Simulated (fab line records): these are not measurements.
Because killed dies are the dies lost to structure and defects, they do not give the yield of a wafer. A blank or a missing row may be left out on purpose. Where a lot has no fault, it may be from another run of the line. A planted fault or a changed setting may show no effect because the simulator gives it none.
fab line records / flow rit_cmos
record lots=5 wafers=15 last_day=7
route steps=202 shown ACTIVE@2 M1@202
lots untouched by any fault: they come from a run of this same line in which no faults occurred
start_h: start of the lot's first displayed wafer, in hours after the record's first day / wait_h: hours elapsed since this lot's preceding step / " unchanged from the row above / L1.1+2: one row covering several wafers at once / - value missing, or start not given / * or withheld: withheld / < > ~ a bound
route shown NAME@n: a module of which the file shows steps, and the number in the route of the first / usual: mean/standard deviation taken from wafers without a fault / same: alike in all rows / chamber/n: place in a boat / sites: readings site by site / _std_site: their standard deviation / _edge_site: outer sites' mean less inner sites' / radius_mm: for every site, how far away it sits from the centre of the wafer / mask NAME#n: copy n / behind: tool/chamber where the wafer was last shaped / hold: what put the lot on hold/how long, in hours/how the hold closed / device: which transistor (n, p or np) failed to switch / end of line: the tests these same wafers got at the end of their route / a step with no rows: only its recipe / killed: count of dies lost to structure and defects at first sort (not the wafer's yield) / map: dies across one wafer; x = killed, . = not, _ = none there
set.NAME: setting as actually run; set.NAME@STEP: the setting as run at that earlier step / model.NAME: the simulator's own value behind a step, which no gauge read
certain route steps with their lots: each step a table, each wafer a row
services: the hour from which a tool's chamber was out of use, counted from the record's first day as start_h (under 0 if before that day), plus the number of hours and why
## steps
# step RIT_ACTIVE_OXIDATION_01
# recipe temp_c=1000 ambient=O2 target_thk_a=468 ox_time_s=3360
# step RIT_ACTIVE_THK_MEAS_02
# recipe reads=SiO2_of_ACTIVE_OXIDATION_01
# usual ACTIVE_OXIDE_THK=46.6/0.87
lot.wafer=L205.1 tool=film_metro-02 chamber=- start_h=37.05 wait_h=0.0 ACTIVE_OXIDE_THK[nm]=46.0
lot.wafer=L205.2 tool=film_metro-02 chamber=- start_h=37.05 wait_h=0.0 ACTIVE_OXIDE_THK[nm]=46.5
lot.wafer=L205.6 tool=film_metro-02 chamber=- start_h=37.05 wait_h=0.0 ACTIVE_OXIDE_THK[nm]=47.3
lot.wafer=L214.4 tool=film_metro-04 chamber=- start_h=84.84 wait_h=0.0 ACTIVE_OXIDE_THK[nm]=46.4
lot.wafer=L214.5 tool=film_metro-04 chamber=- start_h=84.84 wait_h=0.0 ACTIVE_OXIDE_THK[nm]=46.4
lot.wafer=L214.6 tool=film_metro-04 chamber=- start_h=84.84 wait_h=0.0 ACTIVE_OXIDE_THK[nm]=46.0
lot.wafer=L218.1 tool=film_metro-02 chamber=- start_h=102.54 wait_h=0.0 ACTIVE_OXIDE_THK[nm]=47.6
lot.wafer=L218.3 tool=film_metro-02 chamber=- start_h=102.54 wait_h=0.0 ACTIVE_OXIDE_THK[nm]=47.0
lot.wafer=L218.5 tool=film_metro-02 chamber=- start_h=102.54 wait_h=0.0 ACTIVE_OXIDE_THK[nm]=48.1
lot.wafer=L220.1 tool=film_metro-02 chamber=- start_h=112.06 wait_h=0.0 ACTIVE_OXIDE_THK[nm]=48.3
lot.wafer=L220.2 tool=film_metro-02 chamber=- start_h=112.06 wait_h=0.0 ACTIVE_OXIDE_THK[nm]=48.2
lot.wafer=L220.4 tool=film_metro-02 chamber=- start_h=112.06 wait_h=0.0 ACTIVE_OXIDE_THK[nm]=48.2
lot.wafer=L221.2 tool=film_metro-02 chamber=- start_h=117.06 wait_h=0.0 ACTIVE_OXIDE_THK[nm]=47.5
lot.wafer=L221.4 tool=film_metro-02 chamber=- start_h=117.06 wait_h=0.0 ACTIVE_OXIDE_THK[nm]=47.3
lot.wafer=L221.6 tool=film_metro-02 chamber=- start_h=117.06 wait_h=0.0 ACTIVE_OXIDE_THK[nm]=47.0
# step RIT_ACTIVE_CVD_03
# recipe material=Si3N4 target_thk_nm=150 temp_c=810 precursor=SiH2Cl2/NH3 time_s=1500 pressure_mtorr=300 sih2cl2_flow_sccm=60 nh3_flow_sccm=150
# step RIT_ACTIVE_THK_MEAS_04
# recipe reads=Si3N4_of_ACTIVE_CVD_03
# usual ACTIVE_NITRIDE_THK=150.3/1.4
lot.wafer=L205.1 tool=film_metro-01 chamber=- start_h=38.53 wait_h=0.0 ACTIVE_NITRIDE_THK[nm]=149.4
lot.wafer=L205.2 tool=film_metro-01 chamber=- start_h=38.53 wait_h=0.0 ACTIVE_NITRIDE_THK[nm]=149.2
lot.wafer=L205.6 tool=film_metro-01 chamber=- start_h=38.53 wait_h=0.0 ACTIVE_NITRIDE_THK[nm]=148.3
lot.wafer=L214.4 tool=film_metro-02 chamber=- start_h=86.32 wait_h=0.0 ACTIVE_NITRIDE_THK[nm]=150.3
lot.wafer=L214.5 tool=film_metro-02 chamber=- start_h=86.32 wait_h=0.0 ACTIVE_NITRIDE_THK[nm]=150.0
lot.wafer=L214.6 tool=film_metro-02 chamber=- start_h=86.32 wait_h=0.0 ACTIVE_NITRIDE_THK[nm]=151.9
lot.wafer=L218.1 tool=film_metro-04 chamber=- start_h=104.02 wait_h=0.0 ACTIVE_NITRIDE_THK[nm]=148.2
lot.wafer=L218.3 tool=film_metro-04 chamber=- start_h=104.02 wait_h=0.0 ACTIVE_NITRIDE_THK[nm]=148.4
lot.wafer=L218.5 tool=film_metro-04 chamber=- start_h=104.02 wait_h=0.0 ACTIVE_NITRIDE_THK[nm]=148.2
lot.wafer=L220.1 tool=film_metro-01 chamber=- start_h=113.54 wait_h=0.0 ACTIVE_NITRIDE_THK[nm]=154.2
lot.wafer=L220.2 tool=film_metro-01 chamber=- start_h=113.54 wait_h=0.0 ACTIVE_NITRIDE_THK[nm]=154.0
lot.wafer=L220.4 tool=film_metro-01 chamber=- start_h=113.54 wait_h=0.0 ACTIVE_NITRIDE_THK[nm]=153.1
lot.wafer=L221.2 tool=film_metro-04 chamber=- start_h=118.54 wait_h=0.0 ACTIVE_NITRIDE_THK[nm]=150.5
lot.wafer=L221.4 tool=film_metro-04 chamber=- start_h=118.54 wait_h=0.0 ACTIVE_NITRIDE_THK[nm]=150.3
lot.wafer=L221.6 tool=film_metro-04 chamber=- start_h=118.54 wait_h=0.0 ACTIVE_NITRIDE_THK[nm]=148.5
# step RIT_ACTIVE_HMDS_05
# recipe prime_time_s=60 prime_temp_c=140
# step RIT_ACTIVE_COAT_06
# recipe resist=NOVOLAK spin_rpm=3250 resist_thk_nm=1000
# step RIT_ACTIVE_SOFTBAKE_07
# recipe resist=NOVOLAK temp_c=90 time_s=60
# step RIT_ACTIVE_EXPOSE_08
# recipe mask_id=M1 na=0.6 source_shape=conventional sigma_outer=0.6 target_cd_nm=1400 dose_mj=225
# step RIT_ACTIVE_PEB_09
# recipe resist=NOVOLAK temp_c=withheld time_s=withheld
# step RIT_ACTIVE_DEVELOP_10
# recipe resist=NOVOLAK develop_time_s=50 dev_temp_c=23
# step RIT_ACTIVE_CD_MEAS_11
# recipe target_cd_nm=1400
# usual cd_nm=1400.0/2.2
lot.wafer=L205.1 tool=cd_sem-02 chamber=- start_h=39.56 wait_h=- cd_nm=1399.2
lot.wafer=L205.2 tool=cd_sem-02 chamber=- start_h=39.56 wait_h=- cd_nm=1400.5
lot.wafer=L205.6 tool=cd_sem-02 chamber=- start_h=39.56 wait_h=- cd_nm=1399.5
lot.wafer=L214.4 tool=cd_sem-01 chamber=- start_h=87.38 wait_h=- cd_nm=1399.4
lot.wafer=L214.5 tool=cd_sem-01 chamber=- start_h=87.38 wait_h=- cd_nm=1398.0
lot.wafer=L214.6 tool=cd_sem-01 chamber=- start_h=87.38 wait_h=- cd_nm=1401.0
lot.wafer=L218.1 tool=cd_sem-01 chamber=- start_h=104.93 wait_h=- cd_nm=1399.8
lot.wafer=L218.3 tool=cd_sem-01 chamber=- start_h=104.93 wait_h=- cd_nm=1399.3
lot.wafer=L218.5 tool=cd_sem-01 chamber=- start_h=104.93 wait_h=- cd_nm=1400.2
lot.wafer=L220.1 tool=cd_sem-01 chamber=- start_h=114.57 wait_h=- cd_nm=1399.0
lot.wafer=L220.2 tool=cd_sem-01 chamber=- start_h=114.57 wait_h=- cd_nm=1400.0
lot.wafer=L220.4 tool=cd_sem-01 chamber=- start_h=114.57 wait_h=- cd_nm=1396.7
lot.wafer=L221.2 tool=cd_sem-02 chamber=- start_h=119.46 wait_h=- cd_nm=1394.0
lot.wafer=L221.4 tool=cd_sem-02 chamber=- start_h=119.46 wait_h=- cd_nm=1397.1
lot.wafer=L221.6 tool=cd_sem-02 chamber=- start_h=119.46 wait_h=- cd_nm=1397.2
# step RIT_ACTIVE_HARDBAKE_12
# recipe resist=NOVOLAK temp_c=140 time_s=60
# step RIT_ACTIVE_ETCH_13
# recipe stop_on=SiO2 chemistry=SF6 target=Si3N4 time_s=210 over_etch_frac=0.4 SF6_flow_sccm=200 pressure_mtorr=260 rf_w=125 target_depth_a=2100
# usual SF6_flow_sccm=200.0/0.65 drypump_motor_current_A=5.8/0.43 oes_product_au=0.823/0.015 run_length_s=238.4/0.43 throttle_valve_pct=7.53/0.082
lot.wafer=L205.1 tool=rie_diel-04 chamber=0 start_h=39.83 wait_h=0.1 SF6_flow_sccm=199.6 drypump_motor_current_A=6.3 oes_product_au=0.839 rf_hours_counter_h=33 run_length_s=238.2 throttle_valve_pct=7.57 model.NOVOLAK_of_ACTIVE_COAT_06.thk_nm=654.4
lot.wafer=L205.2 tool=rie_diel-04 chamber=1 start_h=39.83 wait_h=0.1 SF6_flow_sccm=199.8 drypump_motor_current_A=5.7 oes_product_au=0.828 rf_hours_counter_h=166 run_length_s=238.0 throttle_valve_pct=7.61 model.NOVOLAK_of_ACTIVE_COAT_06.thk_nm=653.4
lot.wafer=L205.6 tool=rie_diel-04 chamber=0 start_h=39.83 wait_h=0.1 SF6_flow_sccm=199.4 drypump_motor_current_A=6.3 oes_product_au=0.828 rf_hours_counter_h=- run_length_s=238.4 throttle_valve_pct=7.57 model.NOVOLAK_of_ACTIVE_COAT_06.thk_nm=656.8
lot.wafer=L214.4 tool=rie_diel-02 chamber=2 start_h=87.59 wait_h=0.1 SF6_flow_sccm=200.9 drypump_motor_current_A=5.3 oes_product_au=0.820 rf_hours_counter_h=119 run_length_s=238.6 throttle_valve_pct=7.51 model.NOVOLAK_of_ACTIVE_COAT_06.thk_nm=657.1
lot.wafer=L214.5 tool=rie_diel-02 chamber=0 start_h=87.59 wait_h=0.1 SF6_flow_sccm=199.6 drypump_motor_current_A=5.1 oes_product_au=0.843 rf_hours_counter_h=- run_length_s=238.4 throttle_valve_pct=7.59 model.NOVOLAK_of_ACTIVE_COAT_06.thk_nm=654
lot.wafer=L214.6 tool=rie_diel-02 chamber=1 start_h=87.59 wait_h=0.1 SF6_flow_sccm=200.0 drypump_motor_current_A=6.2 oes_product_au=0.948 rf_hours_counter_h=- run_length_s=212.7 throttle_valve_pct=7.34 model.NOVOLAK_of_ACTIVE_COAT_06.thk_nm=702
lot.wafer=L218.1 tool=rie_diel-02 chamber=2 start_h=105.20 wait_h=0.1 SF6_flow_sccm=199.6 drypump_motor_current_A=5.3 oes_product_au=0.819 rf_hours_counter_h=119 run_length_s=238.3 throttle_valve_pct=7.50 model.NOVOLAK_of_ACTIVE_COAT_06.thk_nm=646.2
lot.wafer=L218.3 tool=rie_diel-02 chamber=0 start_h=105.20 wait_h=0.1 SF6_flow_sccm=199.7 drypump_motor_current_A=5.1 oes_product_au=0.830 rf_hours_counter_h=- run_length_s=238.1 throttle_valve_pct=7.58 model.NOVOLAK_of_ACTIVE_COAT_06.thk_nm=652
lot.wafer=L218.5 tool=rie_diel-02 chamber=0 start_h=105.20 wait_h=0.1 SF6_flow_sccm=199.4 drypump_motor_current_A=5.2 oes_product_au=0.830 rf_hours_counter_h=- run_length_s=237.9 throttle_valve_pct=7.59 model.NOVOLAK_of_ACTIVE_COAT_06.thk_nm=649.8
lot.wafer=L220.1 tool=rie_diel-04 chamber=2 start_h=114.84 wait_h=0.1 SF6_flow_sccm=200.9 drypump_motor_current_A=6.4 oes_product_au=0.847 rf_hours_counter_h=134 run_length_s=239.0 throttle_valve_pct=7.46 model.NOVOLAK_of_ACTIVE_COAT_06.thk_nm=658.7
lot.wafer=L220.2 tool=rie_diel-04 chamber=1 start_h=114.84 wait_h=0.1 SF6_flow_sccm=199.7 drypump_motor_current_A=5.7 oes_product_au=0.830 rf_hours_counter_h=1 run_length_s=238.0 throttle_valve_pct=7.63 model.NOVOLAK_of_ACTIVE_COAT_06.thk_nm=656.5
lot.wafer=L220.4 tool=rie_diel-04 chamber=0 start_h=114.84 wait_h=0.1 SF6_flow_sccm=199.8 drypump_motor_current_A=6.3 oes_product_au=0.853 rf_hours_counter_h=35 run_length_s=238.1 throttle_valve_pct=7.58 model.NOVOLAK_of_ACTIVE_COAT_06.thk_nm=654.6
lot.wafer=L221.2 tool=rie_diel-03 chamber=0 start_h=119.71 wait_h=0.1 SF6_flow_sccm=201.3 drypump_motor_current_A=6.2 oes_product_au=0.794 rf_hours_counter_h=155 run_length_s=238.7 throttle_valve_pct=7.61 model.NOVOLAK_of_ACTIVE_COAT_06.thk_nm=656.8
lot.wafer=L221.4 tool=rie_diel-03 chamber=2 start_h=119.71 wait_h=0.1 SF6_flow_sccm=200.5 drypump_motor_current_A=5.6 oes_product_au=0.821 rf_hours_counter_h=129 run_length_s=238.4 throttle_valve_pct=7.53 model.NOVOLAK_of_ACTIVE_COAT_06.thk_nm=660.7
lot.wafer=L221.6 tool=rie_diel-03 chamber=2 start_h=119.71 wait_h=0.1 SF6_flow_sccm=200.8 drypump_motor_current_A=5.6 oes_product_au=0.814 rf_hours_counter_h=- run_length_s=238.3 throttle_valve_pct=7.52 model.NOVOLAK_of_ACTIVE_COAT_06.thk_nm=659.6
# step RIT_ACTIVE_STRIP_14
# recipe chemistry=O2 time_s=180 resist=NOVOLAK platen_temp_c=withheld power_w=500 pressure_mtorr=4000 o2_flow_sccm=4000
# usual drypump_motor_current_A=5.43/0.27
lot.wafer=L205.1 tool=plasma_asher-04 chamber=1 start_h=39.97 wait_h=0.1 drypump_motor_current_A=5.19 rf_hours_counter_h=39
lot.wafer=L205.2 tool=plasma_asher-04 chamber=0 start_h=39.97 wait_h=0.1 drypump_motor_current_A=5.96 rf_hours_counter_h=39
lot.wafer=L205.6 tool=plasma_asher-04 chamber=1 start_h=39.97 wait_h=0.1 drypump_motor_current_A=5.21 rf_hours_counter_h=-
lot.wafer=L214.4 tool=plasma_asher-04 chamber=1 start_h=87.78 wait_h=0.1 drypump_motor_current_A=5.20 rf_hours_counter_h=-
lot.wafer=L214.5 tool=plasma_asher-04 chamber=0 start_h=87.78 wait_h=0.1 drypump_motor_current_A=5.95 rf_hours_counter_h=-
lot.wafer=L214.6 tool=plasma_asher-04 chamber=1 start_h=87.78 wait_h=0.1 drypump_motor_current_A=5.20 rf_hours_counter_h=-
lot.wafer=L218.1 tool=plasma_asher-01 chamber=0 start_h=105.40 wait_h=0.1 drypump_motor_current_A=5.33 rf_hours_counter_h=45
lot.wafer=L218.3 tool=plasma_asher-01 chamber=0 start_h=105.40 wait_h=0.1 drypump_motor_current_A=5.32 rf_hours_counter_h=-
lot.wafer=L218.5 tool=plasma_asher-01 chamber=1 start_h=105.40 wait_h=0.1 drypump_motor_current_A=5.24 rf_hours_counter_h=-
lot.wafer=L220.1 tool=plasma_asher-04 chamber=1 start_h=114.98 wait_h=0.1 drypump_motor_current_A=5.17 rf_hours_counter_h=47
lot.wafer=L220.2 tool=plasma_asher-04 chamber=0 start_h=114.98 wait_h=0.1 drypump_motor_current_A=5.93 rf_hours_counter_h=47
lot.wafer=L220.4 tool=plasma_asher-04 chamber=1 start_h=114.98 wait_h=0.1 drypump_motor_current_A=5.17 rf_hours_counter_h=-
lot.wafer=L221.2 tool=plasma_asher-01 chamber=1 start_h=119.84 wait_h=0.1 drypump_motor_current_A=5.27 rf_hours_counter_h=0
lot.wafer=L221.4 tool=plasma_asher-01 chamber=0 start_h=119.84 wait_h=0.1 drypump_motor_current_A=5.35 rf_hours_counter_h=-
lot.wafer=L221.6 tool=plasma_asher-01 chamber=1 start_h=119.84 wait_h=0.1 drypump_motor_current_A=5.31 rf_hours_counter_h=-
# step RIT_M1_PROBE_99
# usual killed_at_contacts=0.1/0.31 killed_at_front_end=6.8/2.7 killed_dies=6.9/2.7 killed_open=3.3/1.8 killed_short=3.5/1.8
# same gross_dies=264 killed_at_M0_to_M3=0 killed_at_M4_up=0 killed_at_back_side=0 killed_at_other=0
lot.wafer=L205.1 tool=prober-02 chamber=- start_h=86.43 wait_h=0.1 killed_at_contacts=0 killed_at_front_end=7 killed_dies=7 killed_open=1 killed_short=6
lot.wafer=L205.2 tool=prober-02 chamber=- start_h=86.48 wait_h=0.1 killed_at_contacts=0 killed_at_front_end=10 killed_dies=10 killed_open=5 killed_short=5
lot.wafer=L205.6 tool=prober-02 chamber=- start_h=86.68 wait_h=0.2 killed_at_contacts=0 killed_at_front_end=9 killed_dies=9 killed_open=3 killed_short=6
lot.wafer=L214.4 tool=prober-02 chamber=- start_h=134.59 wait_h=0.2 killed_at_contacts=0 killed_at_front_end=8 killed_dies=8 killed_open=2 killed_short=6
lot.wafer=L214.5 tool=prober-02 chamber=- start_h=134.64 wait_h=0.2 killed_at_contacts=0 killed_at_front_end=10 killed_dies=10 killed_open=4 killed_short=6
lot.wafer=L214.6 tool=prober-02 chamber=- start_h=134.69 wait_h=0.2 killed_at_contacts=0 killed_at_front_end=6 killed_dies=6 killed_open=0 killed_short=6
lot.wafer=L218.1 tool=prober-02 chamber=- start_h=148.24 wait_h=0.1 killed_at_contacts=0 killed_at_front_end=5 killed_dies=5 killed_open=2 killed_short=3
lot.wafer=L218.3 tool=prober-02 chamber=- start_h=148.34 wait_h=0.2 killed_at_contacts=1 killed_at_front_end=3 killed_dies=4 killed_open=3 killed_short=1
lot.wafer=L218.5 tool=prober-02 chamber=- start_h=148.44 wait_h=0.2 killed_at_contacts=1 killed_at_front_end=9 killed_dies=10 killed_open=5 killed_short=4
lot.wafer=L220.1 tool=prober-02 chamber=- start_h=156.84 wait_h=0.1 killed_at_contacts=0 killed_at_front_end=11 killed_dies=11 killed_open=5 killed_short=6
lot.wafer=L220.2 tool=prober-02 chamber=- start_h=156.89 wait_h=0.1 killed_at_contacts=0 killed_at_front_end=13 killed_dies=13 killed_open=8 killed_short=5
lot.wafer=L220.4 tool=prober-02 chamber=- start_h=156.99 wait_h=0.2 killed_at_contacts=0 killed_at_front_end=3 killed_dies=3 killed_open=2 killed_short=1
lot.wafer=L221.2 tool=prober-01 chamber=- start_h=161.42 wait_h=0.1 killed_at_contacts=0 killed_at_front_end=2 killed_dies=2 killed_open=2 killed_short=0
lot.wafer=L221.4 tool=prober-01 chamber=- start_h=161.52 wait_h=0.2 killed_at_contacts=0 killed_at_front_end=6 killed_dies=6 killed_open=2 killed_short=4
lot.wafer=L221.6 tool=prober-01 chamber=- start_h=161.62 wait_h=0.2 killed_at_contacts=0 killed_at_front_end=10 killed_dies=10 killed_open=6 killed_short=4
# killed by level:class
L205.1 GATE:geometric_particle:short=3 ACTIVE:geometric_particle:short=1 SPACER:geometric_particle:open=1 SPACER:geometric_particle:short=1 SILICIDE:geometric_particle:short=1
L205.2 GATE:geometric_particle:open=4 GATE:geometric_particle:short=2 REOX:geometric_particle:short=2 FOX1:geometric_particle:open=1 FOX1:geometric_particle:short=1
L205.6 GATE:geometric_particle:short=4 FOX2:geometric_particle:short=2 REOX:geometric_particle:open=2 GATE:geometric_particle:open=1
L214.4 GATE:geometric_particle:short=2 SILICIDE:geometric_particle:short=2 GATE:geometric_particle:open=1 REOX:geometric_particle:short=1 SPACER:geometric_particle:short=1 SPACER:geometric_particle:open=1
L214.5 SPACER:geometric_particle:short=3 GATE:geometric_particle:short=2 GATE:geometric_particle:open=2 SPACER:geometric_particle:open=2 FOX1:geometric_particle:short=1
L214.6 GATE:geometric_particle:short=3 SPACER:geometric_particle:short=3
L218.1 FOX1:geometric_particle:open=2 REOX:geometric_particle:short=2 FOX1:geometric_particle:short=1
L218.3 FOX2:geometric_particle:open=1 GATE:geometric_particle:open=1 REOX:geometric_particle:short=1 CONTACT:geometric_particle:open=1
L218.5 GATE:geometric_particle:open=2 SPACER:geometric_particle:short=2 ACTIVE:geometric_particle:open=1 FOX1:geometric_particle:open=1 GATE:geometric_particle:short=1 REOX:geometric_particle:open=1 REOX:geometric_particle:short=1 CONTACT:coat_microbubble_printed=1
L220.1 GATE:geometric_particle:short=4 GATE:geometric_particle:open=3 FOX2:geometric_particle:open=1 REOX:geometric_particle:open=1 REOX:geometric_particle:short=1 SPACER:geometric_particle:short=1
L220.2 GATE:geometric_particle:short=4 GATE:geometric_particle:open=3 SILICIDE:geometric_particle:open=3 REOX:geometric_particle:open=1 SPACER:geometric_particle:open=1 SPACER:geometric_particle:short=1
L220.4 FOX1:geometric_particle:open=1 GATE:geometric_particle:short=1 SILICIDE:geometric_particle:open=1
L221.2 FOX1:geometric_particle:open=1 REOX:geometric_particle:open=1
L221.4 FOX1:geometric_particle:open=1 FOX1:geometric_particle:short=1 FOX2:geometric_particle:short=1 GATE:geometric_particle:open=1 REOX:geometric_particle:short=1 SILICIDE:geometric_particle:short=1
L221.6 FOX1:geometric_particle:open=2 FOX1:geometric_particle:short=2 SPACER:geometric_particle:open=2 GATE:geometric_particle:open=1 REOX:geometric_particle:short=1 SPACER:geometric_particle:short=1 SILICIDE:geometric_particle:open=1
## services
tool=rie_diel-04 chamber=3 start_h=30.85 hours=- kind=clean
tool=rie_diel-04 chamber=3 start_h=30.85 hours=17.5 kind=scheduled_down
tool=rie_diel-04 chamber=3 start_h=30.85 hours=17.5 kind=vent_cycle
tool=plasma_asher-01 chamber=- start_h=31.89 hours=11.1 kind=repair
tool=rie_diel-04 chamber=1 start_h=66.01 hours=- kind=clean
tool=rie_diel-04 chamber=1 start_h=66.01 hours=15.0 kind=scheduled_down
tool=rie_diel-04 chamber=1 start_h=66.01 hours=15.0 kind=vent_cycle
tool=rie_diel-02 chamber=1 start_h=93.04 hours=- kind=clean
tool=rie_diel-02 chamber=1 start_h=93.04 hours=23.1 kind=scheduled_down
tool=rie_diel-02 chamber=1 start_h=93.04 hours=23.1 kind=vent_cycle
tool=rie_diel-02 chamber=3 start_h=94.80 hours=23.1 kind=repair
tool=rie_diel-03 chamber=- start_h=95.47 hours=0.4 kind=repair
tool=rie_diel-04 chamber=0 start_h=104.39 hours=7.0 kind=repair
tool=rie_diel-02 chamber=- start_h=106.12 hours=14.6 kind=pm
tool=plasma_asher-01 chamber=- start_h=108.75 hours=9.0 kind=pm
tool=plasma_asher-01 chamber=0 start_h=108.75 hours=9.0 kind=vent_cycle
tool=plasma_asher-01 chamber=1 start_h=108.75 hours=9.0 kind=vent_cycle
tool=plasma_asher-04 chamber=- start_h=116.28 hours=1.5 kind=repair
tool=plasma_asher-01 chamber=0 start_h=117.75 hours=- kind=clean
tool=plasma_asher-01 chamber=1 start_h=117.75 hours=- kind=clean
## key
first_sign step=RIT_ACTIVE_ETCH_13 reading=run_length_s direction=down sigmas=60 usual=* struck=*
effect step=RIT_ACTIVE_ETCH_13 reading=oes_product_au direction=up sigmas=8.4 usual=0.823 struck=0.948
model_effect step=RIT_ACTIVE_ETCH_13 value=NOVOLAK_of_ACTIVE_COAT_06.thk_nm without=676.1 struck=702
met_at RIT_ACTIVE_ETCH_13
struck_wafers L214.6
tester_left_out L214
fault kind=process_parameter_drift tool=rie_diel-02 chamber=1 onset_h=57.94 steps=RIT_ACTIVE_ETCH_13 channel=time_s offset=* shape=step end_h=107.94 acts_in=* stated=*
# tester_left_out: of these lots the tester's yield and bins aren't shown, on N5 and GAA mostly nor the transistor test; their killed dies are dies lost to structure and defects alone, not to doping, threshold or leakage, so they don't give the yield
